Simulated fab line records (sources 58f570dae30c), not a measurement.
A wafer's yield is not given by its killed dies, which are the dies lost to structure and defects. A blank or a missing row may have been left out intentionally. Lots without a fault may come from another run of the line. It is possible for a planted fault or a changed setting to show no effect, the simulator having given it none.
A single fault, viewed from 2 desks / flow berkeleyCmos170 / only its own numbers are on each desk; what lay behind them is given at the end

## AT THE TOOL OWNER'S DESK: furnace-02
The tool's own readings at UCB170_START_OXIDATION_02 (target thk 20 nm, ox time 1800 s): means of the sampled wafers that have a number, for each lot that ran on this tool. Marked OUT: a lot whose mean sits more than 4 standard deviations from the usual mean, which makes it out of limits; the brackets give that distance.
Columns: A = spikeTcLoadC at UCB170_START_OXIDATION_02, usual 980.8 C
lot=L118; first seen here=day 2 08:38; A=977.6
lot=L121; first seen here=day 3 00:47; A=977.9
lot=L123; first seen here=day 3 08:59; A=978.6
lot=L132; first seen here=day 5 06:25; A=978.1
lot=L133; first seen here=day 5 11:04; A=977.9
Result from this desk: across the 5 lots, nothing is out of limits.

## METROLOGY DESK
Lot by lot, what the gauges showed, no matter which tool ran the lot: averages of those sampled wafers that carry a number. Marked OUT: a lot whose mean sits more than 4 standard deviations from the usual mean, which makes it out of limits; the brackets give that distance.
Columns: A = START_OXIDE_THK at UCB170_START_THK_MEAS_03, usual 21.2 nm; B = NWELL_TW at UCB170_NWELL_TW_MEAS_16, usual 1245; C = PWELL_NITRIDE_THK at UCB170_PWELL_THK_MEAS_06, usual 218.5 nm
lot=L114; first seen here=day 1 19:53; A=21.6; B=1246; C=222.0
lot=L118; first seen here=day 2 10:08; A=21.2; B=1246; C=220.8
lot=L119; first seen here=day 2 14:25; A=20.9; B=1249; C=215.1
lot=L120; first seen here=day 2 21:27; A=20.9; B=1243; C=215.8
lot=L121; first seen here=day 3 02:17; A=21.4; B=1248; C=221.4
lot=L123; first seen here=day 3 10:29; A=21.5; B=1248; C=217.5
lot=L124; first seen here=day 3 17:55; A=21.4; B=1246; C=219.3
lot=L129; first seen here=day 4 18:45; A=21.1; B=1236; C=217.6
lot=L130; first seen here=day 4 22:02; A=21.0; B=1247; C=220.0
lot=L131; first seen here=day 5 03:28; A=20.4; B=1250; C=216.3
lot=L132; first seen here=day 5 07:55; A=27.4 (+14) OUT; B=1248; C=217.6
lot=L133; first seen here=day 5 12:35; A=26.8 (+12) OUT; B=1244; C=220.9
lot=L136; first seen here=day 6 05:28; A=20.5; B=1236; C=215.8
lot=L137; first seen here=day 6 11:08; A=21.1; B=1237; C=220.1
Finding of this desk: L132, L133 out of limits, first seen on L132 at day 5 07:55 (START_OXIDE_THK at UCB170_START_THK_MEAS_03). L114, L118, L119, L120, L121, L123, L124, L129, L130, L131, L136, L137 stayed within limits.

## BROUGHT TOGETHER
The metrology desk could have raised an alarm at day 5 07:55, on L132, L133.
Nothing out of limits was seen by the tool owner's desk.
The tool owner's desk has L132, L133 on record, within its limits.
The lots listed all ran UCB170_START_OXIDATION_02 on furnace-02.

## WHAT THE SIMULATOR HAD INSERTED
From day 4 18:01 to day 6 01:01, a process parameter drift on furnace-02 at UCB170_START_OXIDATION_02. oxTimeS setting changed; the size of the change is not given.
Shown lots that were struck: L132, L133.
Delay in hours, fault start to first out-of-limits reading, per desk: metrology desk 14.
